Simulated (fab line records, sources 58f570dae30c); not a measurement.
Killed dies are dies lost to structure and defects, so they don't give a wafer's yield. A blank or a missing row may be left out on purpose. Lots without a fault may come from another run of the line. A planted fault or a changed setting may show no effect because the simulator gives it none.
Which tool did it? | flow berkeley_cmos170 | 15 lots, 45 wafers sampled, at 5 steps of a route of 331

WHAT THE GAUGES READ, wafer by wafer
UCB170_PWELL_TW_MEAS_17. Usual: PWELL_TW 380.2, standard deviation 1.6.
lot  | measured    | on            | PWELL_TW          | flag
L402 | day 3 20:02 | film_metro-02 | 378.1 378.5 377.0 |
L403 | day 4 07:51 | film_metro-04 | 380.6 379.9 378.2 |
L404 | day 4 07:58 | film_metro-04 | 380.4 380.6 380.1 |
L407 | day 4 13:41 | film_metro-04 | 378.6 379.2 378.5 |
L405 | day 4 14:02 | film_metro-01 | 381.5 381.8 382.5 |
L406 | day 4 14:25 | film_metro-02 | 379.6 379.7 380.0 |
L410 | day 4 23:29 | film_metro-02 | 379.8 379.9 378.9 |
L408 | day 4 23:55 | film_metro-01 | 379.9 380.8 380.6 |
L415 | day 6 12:37 | film_metro-02 | 380.4 378.6 379.4 |
L416 | day 6 12:55 | film_metro-04 | 378.9 378.7 379.4 |
L417 | day 6 17:10 | film_metro-04 | 379.3 377.0 377.8 |
L418 | day 7 00:41 | film_metro-04 | 381.5 382.7 383.3 |
L420 | day 7 15:13 | film_metro-04 | 383.5 383.4 383.4 |
L423 | day 7 23:02 | film_metro-01 | 381.0 381.1 379.1 |
L424 | day 7 23:03 | film_metro-04 | 381.9 383.1 381.8 |

UCB170_ACTIVE_OVL_MEAS_14. Usual: ACTIVE_OVL 2 nm, standard deviation 5.
lot  | measured    | on         | ACTIVE_OVL (nm) | flag
L402 | day 5 08:57 | overlay-01 | 0 2 -4          |
L403 | day 5 17:53 | overlay-01 | 5 6 9           |
L404 | day 5 18:10 | overlay-01 | -2 -13 -5       |
L407 | day 5 18:01 | overlay-02 | 4 8 -2          |
L405 | day 5 18:37 | overlay-02 | 3 2 4           |
L406 | day 5 18:17 | overlay-02 | 4 8 8           |
L410 | day 6 11:41 | overlay-02 | -9 -3 1         |
L408 | day 6 12:24 | overlay-02 | 0 0 3           |
L415 | day 7 21:57 | overlay-01 | 2 5 -1          |
L416 | day 7 22:04 | overlay-02 | 2 -3 -2         |
L417 | day 7 22:13 | overlay-01 | -3 -4 4         |
L418 | day 8 12:42 | overlay-01 | 0 -2 -6         |
L420 | day 9 01:10 | overlay-01 | 3 4 8           |
L423 | day 9 09:33 | overlay-02 | -1 1 -1         |
L424 | day 9 09:39 | overlay-01 | 16 10 10        |

UCB170_PFIELD_TW_MEAS_09. Usual: PFIELD_TW 600, standard deviation 6.8.
lot  | measured    | on            | PFIELD_TW   | flag
L402 | day 5 11:16 | film_metro-04 | 604 605 604 |
L403 | day 5 20:04 | film_metro-01 | 599 601 601 |
L404 | day 5 20:20 | film_metro-04 | 600 606 604 |
L407 | day 5 20:16 | film_metro-03 | 588 592 589 |
L405 | day 5 21:07 | film_metro-04 | 603 605 607 |
L406 | day 5 20:49 | film_metro-04 | 602 606 608 |
L410 | day 6 13:44 | film_metro-01 | 601 601 602 |
L408 | day 6 14:26 | film_metro-01 | 602 607 607 |
L415 | day 8 04:01 | film_metro-04 | 597 600 598 |
L416 | day 8 04:01 | film_metro-01 | 605 600 603 |
L417 | day 8 04:34 | film_metro-03 | 586 583 585 |
L418 | day 8 14:50 | film_metro-04 | 602 601 601 |
L420 | day 9 08:11 | film_metro-04 | 607 607 608 |
L423 | day 9 14:07 | film_metro-03 | 588 586 589 |
L424 | day 9 14:15 | film_metro-01 | 604 603 606 |

UCB170_SACOX_THK_MEAS_02. Usual: SACOX_OXIDE_THK 14.4 nm, standard deviation 0.33.
lot  | measured     | on            | SACOX_OXIDE_THK (nm) | flag
L402 | day 6 10:31  | film_metro-04 | 14.2 14.3 14.4       |
L403 | day 6 21:37  | film_metro-04 | 14.3 14.5 14.4       |
L404 | day 6 21:37  | film_metro-03 | 14.1 14.2 14.0       |
L407 | day 7 00:59  | film_metro-02 | 22.4 22.1 22.1       | OFF
L405 | day 6 21:42  | film_metro-03 | 13.8 13.5 13.8       |
L406 | day 6 21:41  | film_metro-04 | 14.2 14.1 14.2       |
L410 | day 7 13:12  | film_metro-04 | 23.1 23.4 23.1       | OFF
L408 | day 7 13:11  | film_metro-02 | 23.2 23.2 23.1       | OFF
L415 | day 9 01:27  | film_metro-02 | 14.6 14.5 14.4       |
L416 | day 9 01:26  | film_metro-04 | 14.6 14.6 14.8       |
L417 | day 9 01:26  | film_metro-03 | 14.6 14.6 14.8       |
L418 | day 9 08:44  | film_metro-02 | 14.6 14.5 14.8       |
L420 | day 10 01:43 | film_metro-03 | 14.6 14.6 14.6       |
L423 | day 10 10:36 | film_metro-03 | 14.7 14.8 14.8       |
L424 | day 10 10:34 | film_metro-02 | 14.5 14.6 14.7       |

WHICH TOOL RAN EACH LOT (tool, then ch and the chambers of the sampled wafers, then the start)
lot  | UCB170_SACOX_OXIDATION_01
L402 | furnace-04 ch 0, day 6 08:49
L403 | furnace-04 ch 0, day 6 19:58
L404 | furnace-04 ch 0, day 6 19:58
L407 | furnace-04 ch 0, day 6 19:58
L405 | furnace-04 ch 0, day 6 19:58
L406 | furnace-04 ch 0, day 6 19:58
L410 | furnace-04 ch 0, day 7 08:20
L408 | furnace-04 ch 0, day 7 08:20
L415 | furnace-02 ch 0, day 8 23:46
L416 | furnace-02 ch 0, day 8 23:46
L417 | furnace-02 ch 0, day 8 23:46
L418 | furnace-04 ch 0, day 9 07:02
L420 | furnace-04 ch 0, day 9 23:59
L423 | furnace-04 ch 0, day 10 08:55
L424 | furnace-04 ch 0, day 10 08:55
- UCB170_SACOX_OXIDATION_01: target thk 14.4 nm, ox time 2400 s.

WHAT THE TOOLS THEMSELVES READ (means of the sampled wafers that have a number; where no wafer has one, the mark that the record gives instead)
UCB170_SACOX_OXIDATION_01. Usual: spike_tc_load_C 924.9 C, standard deviation 0.96; tube_center_temp_C 900 C, standard deviation 0.081.
lot  | tool       | spike_tc_load_C (C) | tube_center_temp_C (C) | flag
L402 | furnace-04 | 925.4               | 900                    |
L403 | furnace-04 | 925.3               | 900                    |
L404 | furnace-04 | 924.9               | 900                    |
L407 | furnace-04 | 924.9               | 900                    |
L405 | furnace-04 | 925.4               | 900                    |
L406 | furnace-04 | 924.7               | 900                    |
L410 | furnace-04 | 925.6               | 900                    |
L408 | furnace-04 | 925.5               | 900                    |
L415 | furnace-02 | 925.7               | 900                    |
L416 | furnace-02 | 924.6               | 900                    |
L417 | furnace-02 | 924.8               | 900                    |
L418 | furnace-04 | 924.3               | 900                    |
L420 | furnace-04 | 925.2               | 900                    |
L423 | furnace-04 | 925.1               | 900                    |
L424 | furnace-04 | 924.7               | 900                    |

THE ANSWER, worked out from the rows above alone
Rule: a lot is off if the mean of its wafers that have a number lies more than 3 standard deviations from the usual mean. A lot without any number at a reading at which 4 lots or more have one is off too. The other lots that the step has rows for count as sound. The gauges are gone through in route order, then the tools' own readings, and for those a lot's mean is taken as printed above. The first step at which some lot is off is used, and at that step the reading that is off furthest; a lot without a number counts as furthest.
Off: L407, L410, L408, at UCB170_SACOX_THK_MEAS_02 (SACOX_OXIDE_THK).
A tool fits if, at a process step before that reading, it ran every lot that is off, and no sound lot after the first of them. The gauges at UCB170_SACOX_THK_MEAS_02 are tried like those tools. None of those tried fits.

WHAT THE SIMULATOR HAD PUT IN
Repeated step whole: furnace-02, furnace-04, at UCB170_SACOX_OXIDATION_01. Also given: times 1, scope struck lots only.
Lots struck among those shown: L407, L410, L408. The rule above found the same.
